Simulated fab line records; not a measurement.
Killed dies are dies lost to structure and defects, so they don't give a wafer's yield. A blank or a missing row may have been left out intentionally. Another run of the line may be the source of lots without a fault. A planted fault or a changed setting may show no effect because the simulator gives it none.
fab line records	flow ritCmos
[record] lots = 5	wafers = 23
route steps=202 shown NLDD@111 NSD@139 SDANNEAL@156 PSD@157 PLDD@159 SILICIDE@162 CONTACT@168 M1@184
startH: hours from the record's opening day to when the first of the lot's shown wafers began	waitH: how many hours have passed since the lot's step before this one	" repeats the value in the row above	L1.1+2: a row that stands for several wafers	- no value present, or no start provided	* or withheld: withheld	< > ~ a bound
route shown NAME@n: names a module that has steps shown in the file, with the first one's number in the route	usual: mean/standard deviation taken from wafers without a fault	same: alike in all rows	chamber/n: place in a boat	sites: readings site by site	_std_site: how widely they spread, as a standard deviation	_edge_site: outer sites' mean less inner sites'	radiusMm: how far each site lies from the wafer's centre	mask NAME#n: copy n	behind: the last tool/chamber to shape the wafer	hold: reason for holding the lot/hours on hold/outcome of the hold	device: the transistor (n, p or np) that didn't switch	end of line: tests of these same wafers at the route's end	where a step has no rows: the recipe by itself	killed: not the wafer's yield, but the dies lost to structure and defects at the first sort	map: a wafer's dies, marking killed ones x, the rest . and places with no die _
set.NAME: the setting as run; set.NAME@STEP: as run at that earlier step	model.NAME: the simulator's own value behind a step, which no gauge read
lots run with intentionally changed settings; tables by step, rows by wafer
[[steps]]
[step RIT_NLDD_IMPLANT_08]
[recipe] species = P	energyKev = 20	doseCm2 = 5e+14	tiltDeg = 7
lot.wafer	tool	chamber	startH	waitH	set.doseCm2
L075.1+4	implanter-02	0	47.11	0.1	5e+14
L075.3+5+6	"	0	"	"	5.233e+14
L079.1+2+3+4+5	implanter-01	0	67.17	0.1	5e+14
L080.2+3+4+5+6	implanter-02	0	71.00	0.1	5e+14
L083.1+2+6	implanter-01	0	86.74	0.1	5e+14
L085.1+2+3	implanter-03	0	97.29	0.1	5e+14
L085.5+6	"	0	"	"	4.671e+14
[step RIT_NLDD_STRIP_09]
[recipe] chemistry = O2	timeS = 180	resist = NOVOLAK	platenTempC = withheld	powerW = 500	pressureMtorr = 4000	o2FlowSccm = 4000
[step RIT_NLDD_TW_MEAS_10]
[usual] NLDD_TW = 2443/10
lot.wafer	tool	chamber	startH	waitH	set.doseCm2@NLDD_IMPLANT_08	NLDD_TW
L075.1	filmMetro-03	-	47.58	0.1	5e+14	2439
L075.3	"	-	"	"	5.233e+14	2464
L075.4	"	-	"	"	5e+14	2432
L075.5	"	-	"	"	5.233e+14	2472
L075.6	"	-	"	"	5.233e+14	2456
L079.1	filmMetro-02	-	67.49	0.1	5e+14	2444
L079.2	"	-	"	"	5e+14	2430
L079.3	"	-	"	"	5e+14	2447
L079.4	"	-	"	"	5e+14	2440
L079.5	"	-	"	"	5e+14	2441
L080.2	filmMetro-02	-	71.31	0.1	5e+14	2442
L080.3	"	-	"	"	5e+14	2443
L080.4	"	-	"	"	5e+14	2440
L080.5	"	-	"	"	5e+14	2452
L080.6	"	-	"	"	5e+14	2449
L083.1	filmMetro-02	-	87.06	0.1	5e+14	2456
L083.2	"	-	"	"	5e+14	2470
L083.6	"	-	"	"	5e+14	2452
L085.1	filmMetro-02	-	97.61	0.1	5e+14	2442
L085.2	"	-	"	"	5e+14	2452
L085.3	"	-	"	"	5e+14	2440
L085.5	"	-	"	"	4.671e+14	2409
L085.6	"	-	"	"	4.671e+14	2386
[step RIT_NSD_IMPLANT_08]
[recipe] species = P	energyKev = 25	doseCm2 = 1e+15	tiltDeg = 7
lot.wafer	tool	chamber	startH	waitH	set.energyKev	model.implant.rpNm	model.implant.drpNm
L075.1+3+6	implanter-02	0	52.77	0.1	25	32.47	14.84
L075.4+5	"	0	"	"	23.53	31.16	14.3
L079.1+4+5	implanter-01	0	72.52	0.1	25	32.11	14.84
L079.2+3	"	0	"	"	25.42	32.47	14.99
L080.2+3+4+5+6	implanter-01	0	76.72	0.1	25	32.81	14.84
L083.1+2+6	implanter-01	0	92.09	0.1	25	32.88	14.84
L085.1+6	implanter-02	0	103.71	0.1	25	31.46	14.84
L085.2+3+5	"	0	"	"	26.18	32.45	15.26
[step RIT_SDANNEAL_RTA_03]
[recipe] tempC = 1050	timeS = 5	idleTempC = 600	rampUpCPerS = 342	rampDownCPerS = 171	coolToC = 600	ambient = N2
lot.wafer	tool	chamber	startH	waitH	set.timeS
L075.1+4+6	rtpAnneal-01	0	55.01	0.0	5
L075.3+5	"	0	"	"	5.529
L079.1+5	rtpAnneal-01	0	74.82	0.0	5
L079.2+3+4	"	0	"	"	5.656
L080.2+4+6	rtpAnneal-01	0	79.03	0.0	4.763
L080.3+5	"	0	"	"	5
L083.1+2+6	rtpAnneal-01	0	94.26	0.0	5
L085.1+2+6	rtpAnneal-01	0	106.01	0.0	4.768
L085.3+5	"	0	"	"	5
[step RIT_SDANNEAL_RS_MEAS_04]
[recipe] thkMeasGauge = four-point-probe
[usual] PSD_RS = 115.95/0.28
lot.wafer	tool	chamber	startH	waitH	set.timeS@SDANNEAL_RTA_03	PSD_RS[ohm/sq]
L075.1	filmMetro-03	-	55.07	0.0	5	115.69
L075.3	"	-	"	"	5.529	114.34
L075.4	"	-	"	"	5	115.84
L075.5	"	-	"	"	5.529	114.60
L075.6	"	-	"	"	5	115.92
L079.1	filmMetro-03	-	74.88	0.0	5	116.09
L079.2	"	-	"	"	5.656	114.14
L079.3	"	-	"	"	5.656	114.28
L079.4	"	-	"	"	5.656	113.78
L079.5	"	-	"	"	5	115.97
L080.2	filmMetro-02	-	79.09	0.1	4.763	117.26
L080.3	"	-	"	"	5	115.90
L080.4	"	-	"	"	4.763	116.74
L080.5	"	-	"	"	5	116.08
L080.6	"	-	"	"	4.763	116.63
L083.1	filmMetro-03	-	94.32	0.0	5	115.79
L083.2	"	-	"	"	5	115.96
L083.6	"	-	"	"	5	116.04
L085.1	filmMetro-03	-	106.06	0.0	4.768	117.47
L085.2	"	-	"	"	4.768	117.29
L085.3	"	-	"	"	5	116.06
L085.5	"	-	"	"	5	116.49
L085.6	"	-	"	"	4.768	117.05
[step RIT_SDANNEAL_RS_MEAS_06]
[recipe] thkMeasGauge = four-point-probe
[usual] PLDD_RS = 178.8/0.54
lot.wafer	tool	chamber	startH	waitH	set.timeS@SDANNEAL_RTA_03	PLDD_RS[ohm/sq]
L075.1	filmMetro-03	-	55.31	0.1	5	178.8
L075.3	"	-	"	"	5.529	177.6
L075.4	"	-	"	"	5	178.6
L075.5	"	-	"	"	5.529	177.7
L075.6	"	-	"	"	5	178.5
L079.1	filmMetro-03	-	75.12	0.1	5	179.0
L079.2	"	-	"	"	5.656	177.1
L079.3	"	-	"	"	5.656	177.1
L079.4	"	-	"	"	5.656	177.0
L079.5	"	-	"	"	5	178.8
L080.2	filmMetro-02	-	79.33	0.1	4.763	179.0
L080.3	"	-	"	"	5	178.1
L080.4	"	-	"	"	4.763	178.8
L080.5	"	-	"	"	5	178.6
L080.6	"	-	"	"	4.763	178.9
L083.1	filmMetro-03	-	94.56	0.1	5	178.8
L083.2	"	-	"	"	5	178.7
L083.6	"	-	"	"	5	179.3
L085.1	filmMetro-03	-	106.30	0.1	4.768	180.2
L085.2	"	-	"	"	4.768	180.2
L085.3	"	-	"	"	5	178.8
L085.5	"	-	"	"	5	179.2
L085.6	"	-	"	"	4.768	179.8
[step RIT_SDANNEAL_RS_MEAS_07]
[recipe] thkMeasGauge = four-point-probe
[usual] NLDD_RS = 151.6/0.58
lot.wafer	tool	chamber	startH	waitH	set.doseCm2@NLDD_IMPLANT_08	NLDD_RS[ohm/sq]
L075.1	filmMetro-03	-	55.43	0.1	5e+14	151.7
L075.3	"	-	"	"	5.233e+14	146.6
L075.4	"	-	"	"	5e+14	151.8
L075.5	"	-	"	"	5.233e+14	146.1
L075.6	"	-	"	"	5.233e+14	146.4
L079.1	filmMetro-03	-	75.24	0.1	5e+14	151.7
L079.2	"	-	"	"	5e+14	151.1
L079.3	"	-	"	"	5e+14	151.1
L079.4	"	-	"	"	5e+14	151.3
L079.5	"	-	"	"	5e+14	152.1
L080.2	filmMetro-02	-	79.45	0.1	5e+14	150.3
L080.3	"	-	"	"	5e+14	150.2
L080.4	"	-	"	"	5e+14	150.6
L080.5	"	-	"	"	5e+14	151.1
L080.6	"	-	"	"	5e+14	151.2
L083.1	filmMetro-03	-	94.68	0.1	5e+14	151.6
L083.2	"	-	"	"	5e+14	151.7
L083.6	"	-	"	"	5e+14	151.8
L085.1	filmMetro-03	-	106.42	0.1	5e+14	152.1
L085.2	"	-	"	"	5e+14	152.3
L085.3	"	-	"	"	5e+14	152.2
L085.5	"	-	"	"	4.671e+14	160.7
L085.6	"	-	"	"	4.671e+14	161.0
[step RIT_SILICIDE_SPUTTER_01]
[recipe] material = Ti	targetThkNm = 30	powerW = 350	chamberPressurePa = 0.667	gas = Ar	timeS = 240	substrateTempC = 25
lot.wafer	tool	chamber	startH	waitH	set.timeS	model.Ti_of_SILICIDE_SPUTTER_01.thkNm
L075.1	pvdSputter-04	-	55.56	0.0	240	29.88
L075.3	"	-	"	"	240	29.64
L075.4	"	-	"	"	240	29.94
L075.5	"	-	"	"	240	29.91
L075.6	"	-	"	"	240	29.47
L079.1	pvdSputter-04	-	75.37	0.0	240	29.86
L079.2	"	-	"	"	262.8	32.49
L079.3	"	-	"	"	240	29.99
L079.4	"	-	"	"	262.8	32.77
L079.5	"	-	"	"	262.8	32.63
L080.2	pvdSputter-02	-	79.57	0.0	221.6	27.35
L080.3	"	-	"	"	240	29.57
L080.4	"	-	"	"	240	29.75
L080.5	"	-	"	"	221.6	27.31
L080.6	"	-	"	"	221.6	27.2
L083.1	pvdSputter-04	-	94.81	0.0	240	30.18
L083.2	"	-	"	"	240	30.16
L083.6	"	-	"	"	240	30.05
L085.1	pvdSputter-04	-	106.56	0.0	240	30.07
L085.2	"	-	"	"	240	29.81
L085.3	"	-	"	"	240	29.83
L085.5	"	-	"	"	240	29.93
L085.6	"	-	"	"	240	29.99
[step RIT_SILICIDE_RS_MEAS_02]
[recipe] thkMeasGauge = four-point-probe	reads = Ti_of_SILICIDE_SPUTTER_01
[usual] SILICIDE_TI_RS = 48.2/0.51
lot.wafer	tool	chamber	startH	waitH	set.timeS@SILICIDE_SPUTTER_01	SILICIDE_TI_RS[ohm/sq]
L075.1	filmMetro-04	-	55.71	0.1	240	48.2
L075.3	"	-	"	"	240	48.7
L075.4	"	-	"	"	240	48.0
L075.5	"	-	"	"	240	48.1
L075.6	"	-	"	"	240	49.0
L079.1	filmMetro-02	-	75.52	0.1	240	48.0
L079.2	"	-	"	"	262.8	43.3
L079.3	"	-	"	"	240	47.8
L079.4	"	-	"	"	262.8	42.9
L079.5	"	-	"	"	262.8	43.0
L080.2	filmMetro-03	-	79.74	0.1	221.6	53.9
L080.3	"	-	"	"	240	48.8
L080.4	"	-	"	"	240	48.5
L080.5	"	-	"	"	221.6	53.9
L080.6	"	-	"	"	221.6	54.2
L083.1	filmMetro-02	-	94.96	0.1	240	47.4
L083.2	"	-	"	"	240	47.4
L083.6	"	-	"	"	240	47.7
L085.1	filmMetro-04	-	106.71	0.1	240	47.7
L085.2	"	-	"	"	240	48.3
L085.3	"	-	"	"	240	48.3
L085.5	"	-	"	"	240	48.0
L085.6	"	-	"	"	240	48.0
[step RIT_SILICIDE_THK_MEAS_03]
[recipe] thkMeasGauge = xrf	reads = Ti_of_SILICIDE_SPUTTER_01
[usual] SILICIDE_TI_THK = 29.62/0.23
lot.wafer	tool	chamber	startH	waitH	set.timeS@SILICIDE_SPUTTER_01	SILICIDE_TI_THK[nm]
L075.1	filmMetro-04	-	55.83	0.1	240	29.61
L075.3	"	-	"	"	240	29.57
L075.4	"	-	"	"	240	29.63
L075.5	"	-	"	"	240	29.77
L075.6	"	-	"	"	240	29.31
L079.1	filmMetro-02	-	75.64	0.1	240	29.65
L079.2	"	-	"	"	262.8	32.11
L079.3	"	-	"	"	240	29.62
L079.4	"	-	"	"	262.8	32.39
L079.5	"	-	"	"	262.8	32.45
L080.2	filmMetro-03	-	79.85	0.1	221.6	27.25
L080.3	"	-	"	"	240	29.32
L080.4	"	-	"	"	240	29.61
L080.5	"	-	"	"	221.6	27.21
L080.6	"	-	"	"	221.6	27.10
L083.1	filmMetro-02	-	95.08	0.1	240	29.75
L083.2	"	-	"	"	240	29.90
L083.6	"	-	"	"	240	29.79
L085.1	filmMetro-04	-	106.83	0.1	240	30.06
L085.2	"	-	"	"	240	29.86
L085.3	"	-	"	"	240	29.68
L085.5	"	-	"	"	240	29.88
L085.6	"	-	"	"	240	29.85
[step RIT_CONTACT_CVD_00]
[recipe] material = SiO2	targetThkNm = 400	precursor = TEOS	tempC = 390	timeS = 61	rfW = 400
lot.wafer	tool	chamber	startH	waitH	set.rfW	model.SiO2_of_CONTACT_CVD_00.thkNm
L075.1	pecvd-01	1	56.07	0.1	400	395.8
L075.3	"	2	"	"	400	394.4
L075.4+5+6	"	2,0,1	"	"	400	-
L079.1	pecvd-04	1	75.87	0.1	400	403.1
L079.2	"	0	"	"	400	401.3
L079.3	"	2	"	"	437.4	412.6
L079.4	"	2	"	"	437.4	421.9
L079.5	"	1	"	"	400	404.1
L080.2+3+6	pecvd-02	2,1,2	80.07	0.0	400	-
L080.4	"	0	"	"	400	400.3
L080.5	"	1	"	"	400	397.1
L083.1	pecvd-02	0	95.32	0.1	400	398.8
L083.2	"	2	"	"	400	394.6
L083.6	"	0	"	"	400	404
L085.1	pecvd-04	0	107.06	0.1	400	402.4
L085.2	"	1	"	"	400	399.8
L085.3	"	1	"	"	400	398.5
L085.5	"	0	"	"	426.7	417.5
L085.6	"	1	"	"	426.7	414.2
[step RIT_CONTACT_ETCH_11]
[recipe] targetDepthA = 4800	overEtchFrac = 0.2	stopOn = TiSi2	chemistry = CHF3/CF4/Ar	target = SiO2	CHF3_flow_sccm = 50	cf4FlowSccm = 10	Ar_flow_sccm = 100	O2_flow_sccm = 5	pressureMtorr = 100	rfW = 200	timeS = 320
lot.wafer	tool	chamber	startH	waitH	set.overEtchFrac	set.rfW@CONTACT_CVD_00	model.etch.depthNm
L075.1	rieDiel-02	2	57.69	0.1	0.2	400	395.8
L075.3	"	1	"	"	0.2	400	394.4
L075.4+5+6	"	0,1,0	"	"	0.2	400	-
L079.1	rieDiel-02	1	77.26	0.1	0.2	400	403.1
L079.2	"	3	"	"	0.2	400	401.3
L079.3	"	0	"	"	0.2	437.4	412.6
L079.4	"	2	"	"	0.1584	437.4	421.9
L079.5	"	3	"	"	0.1584	400	404.1
L080.2+3+6	rieDiel-02	2,0,0	81.58	0.1	0.2	400	-
L080.4	"	1	"	"	0.2	400	400.3
L080.5	"	3	"	"	0.2	400	397.1
L083.1	rieDiel-02	0	96.73	0.1	0.2	400	398.8
L083.2	"	1	"	"	0.2	400	394.6
L083.6	"	1	"	"	0.2	400	404
L085.1	rieDiel-04	2	108.47	0.1	0.2	400	402.4
L085.2	"	0	"	"	0.2351	400	399.8
L085.3	"	1	"	"	0.2351	400	398.5
L085.5	"	0	"	"	0.2	426.7	417.5
L085.6	"	3	"	"	0.2	426.7	414.2
[step RIT_M1_SPUTTER_00]
[recipe] material = Al	targetThkNm = 400	powerW = 2000	chamberPressurePa = 0.4	gas = Ar	timeS = 500	substrateTempC = 25
lot.wafer	tool	chamber	startH	waitH	set.powerW	model.Al_of_M1_SPUTTER_00.thkNm
L075.1	pvdSputter-03	-	58.53	0.0	2000	399.2
L075.3	"	-	"	"	2000	396.8
L075.4	"	-	"	"	2152	431.2
L075.5	"	-	"	"	2152	428
L075.6	"	-	"	"	2152	424.1
L079.1	pvdSputter-03	-	78.18	0.0	2000	401.8
L079.2	"	-	"	"	2000	404
L079.3	"	-	"	"	1936	386.8
L079.4	"	-	"	"	1936	391.3
L079.5	"	-	"	"	1936	392.5
L080.2	pvdSputter-01	-	82.63	0.0	1864	373.7
L080.3	"	-	"	"	1864	373.4
L080.4	"	-	"	"	2000	398.6
L080.5	"	-	"	"	2000	399.4
L080.6	"	-	"	"	1864	375.2
L083.1	pvdSputter-03	-	97.57	0.0	2000	394.4
L083.2	"	-	"	"	2000	397.3
L083.6	"	-	"	"	2000	395.2
L085.1	pvdSputter-03	-	109.31	0.0	1908	379.9
L085.2	"	-	"	"	2000	401.4
L085.3	"	-	"	"	2000	398.6
L085.5	"	-	"	"	2000	396.2
L085.6	"	-	"	"	1908	380.8
[step RIT_M1_RS_MEAS_01]
[recipe] thkMeasGauge = four-point-probe	reads = Al_of_M1_SPUTTER_00
[usual] M1_AL_RS = 0.0737/0.00076
lot.wafer	tool	chamber	startH	waitH	set.powerW@M1_SPUTTER_00	M1_AL_RS[ohm/sq]
L075.1	filmMetro-03	-	58.82	0.1	2000	0.0737
L075.3	"	-	"	"	2000	0.0740
L075.4	"	-	"	"	2152	0.0681
L075.5	"	-	"	"	2152	0.0685
L075.6	"	-	"	"	2152	0.0692
L079.1	filmMetro-03	-	78.47	0.1	2000	0.0732
L079.2	"	-	"	"	2000	0.0727
L079.3	"	-	"	"	1936	0.0762
L079.4	"	-	"	"	1936	0.0751
L079.5	"	-	"	"	1936	0.0750
L080.2	filmMetro-02	-	82.94	0.2	1864	0.0786
L080.3	"	-	"	"	1864	0.0788
L080.4	"	-	"	"	2000	0.0736
L080.5	"	-	"	"	2000	0.0733
L080.6	"	-	"	"	1864	0.0783
L083.1	filmMetro-03	-	97.86	0.1	2000	0.0744
L083.2	"	-	"	"	2000	0.0740
L083.6	"	-	"	"	2000	0.0743
L085.1	filmMetro-03	-	109.60	0.1	1908	0.0776
L085.2	"	-	"	"	2000	0.0734
L085.3	"	-	"	"	2000	0.0737
L085.5	"	-	"	"	2000	0.0742
L085.6	"	-	"	"	1908	0.0772
[step RIT_M1_THK_MEAS_02]
[recipe] thkMeasGauge = xrf	reads = Al_of_M1_SPUTTER_00
[usual] M1_AL_THK = 397/3.9
lot.wafer	tool	chamber	startH	waitH	set.powerW@M1_SPUTTER_00	M1_AL_THK[nm]
L075.1	filmMetro-03	-	58.94	0.1	2000	395
L075.3	"	-	"	"	2000	395
L075.4	"	-	"	"	2152	429
L075.5	"	-	"	"	2152	426
L075.6	"	-	"	"	2152	421
L079.1	filmMetro-03	-	78.59	0.1	2000	401
L079.2	"	-	"	"	2000	403
L079.3	"	-	"	"	1936	387
L079.4	"	-	"	"	1936	391
L079.5	"	-	"	"	1936	392
L080.2	filmMetro-02	-	83.05	0.1	1864	371
L080.3	"	-	"	"	1864	371
L080.4	"	-	"	"	2000	397
L080.5	"	-	"	"	2000	396
L080.6	"	-	"	"	1864	374
L083.1	filmMetro-03	-	97.98	0.1	2000	395
L083.2	"	-	"	"	2000	398
L083.6	"	-	"	"	2000	395
L085.1	filmMetro-03	-	109.72	0.1	1908	379
L085.2	"	-	"	"	2000	401
L085.3	"	-	"	"	2000	399
L085.5	"	-	"	"	2000	396
L085.6	"	-	"	"	1908	380
[[key]]
[split] step = RIT_NLDD_IMPLANT_08	setting = doseCm2	stated = 5e+14	by = wafer
[response] step = RIT_NLDD_TW_MEAS_10	reading = NLDD_TW	change = +6.81	per = 1%	r = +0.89
[response] step = RIT_SDANNEAL_RS_MEAS_07	reading = NLDD_RS	change = -1.26	per = 1%	r = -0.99
[split] step = RIT_NSD_IMPLANT_08	setting = energyKev	stated = 25	by = wafer
[response] step = RIT_NSD_IMPLANT_08	reading = model.implant.rpNm	change = +0.217	per = 1%	r = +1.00
[response] step = RIT_NSD_IMPLANT_08	reading = model.implant.drpNm	change = +0.0898	per = 1%	r = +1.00
[split] step = RIT_SDANNEAL_RTA_03	setting = timeS	stated = 5	by = wafer
[response] step = RIT_SDANNEAL_RS_MEAS_04	reading = PSD_RS	change = -0.149	per = 1%	r = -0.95
[response] step = RIT_SDANNEAL_RS_MEAS_06	reading = PLDD_RS	change = -0.129	per = 1%	r = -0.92
[split] step = RIT_SILICIDE_SPUTTER_01	setting = timeS	stated = 240	by = wafer
[response] step = RIT_SILICIDE_SPUTTER_01	reading = model.Ti_of_SILICIDE_SPUTTER_01.thkNm	change = +0.294	per = 1%	r = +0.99
[response] step = RIT_SILICIDE_RS_MEAS_02	reading = SILICIDE_TI_RS	change = -0.586	per = 1%	r = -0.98
[response] step = RIT_SILICIDE_THK_MEAS_03	reading = SILICIDE_TI_THK	change = +0.288	per = 1%	r = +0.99
[split] step = RIT_CONTACT_CVD_00	setting = rfW	stated = 400	by = wafer
[response] step = RIT_CONTACT_CVD_00	reading = model.SiO2_of_CONTACT_CVD_00.thkNm	change = +1.81	per = 1%	r = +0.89
[response] step = RIT_CONTACT_ETCH_11	reading = model.etch.depthNm	change = +1.81	per = 1%	r = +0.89
[split] step = RIT_CONTACT_ETCH_11	setting = overEtchFrac	stated = 0.2	by = wafer
response none clear
[split] step = RIT_M1_SPUTTER_00	setting = powerW	stated = 2000	by = wafer
[response] step = RIT_M1_SPUTTER_00	reading = model.Al_of_M1_SPUTTER_00.thkNm	change = +3.85	per = 1%	r = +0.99
[response] step = RIT_M1_RS_MEAS_01	reading = M1_AL_RS	change = -0.000733	per = 1%	r = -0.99
[response] step = RIT_M1_THK_MEAS_02	reading = M1_AL_THK	change = +3.9	per = 1%	r = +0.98
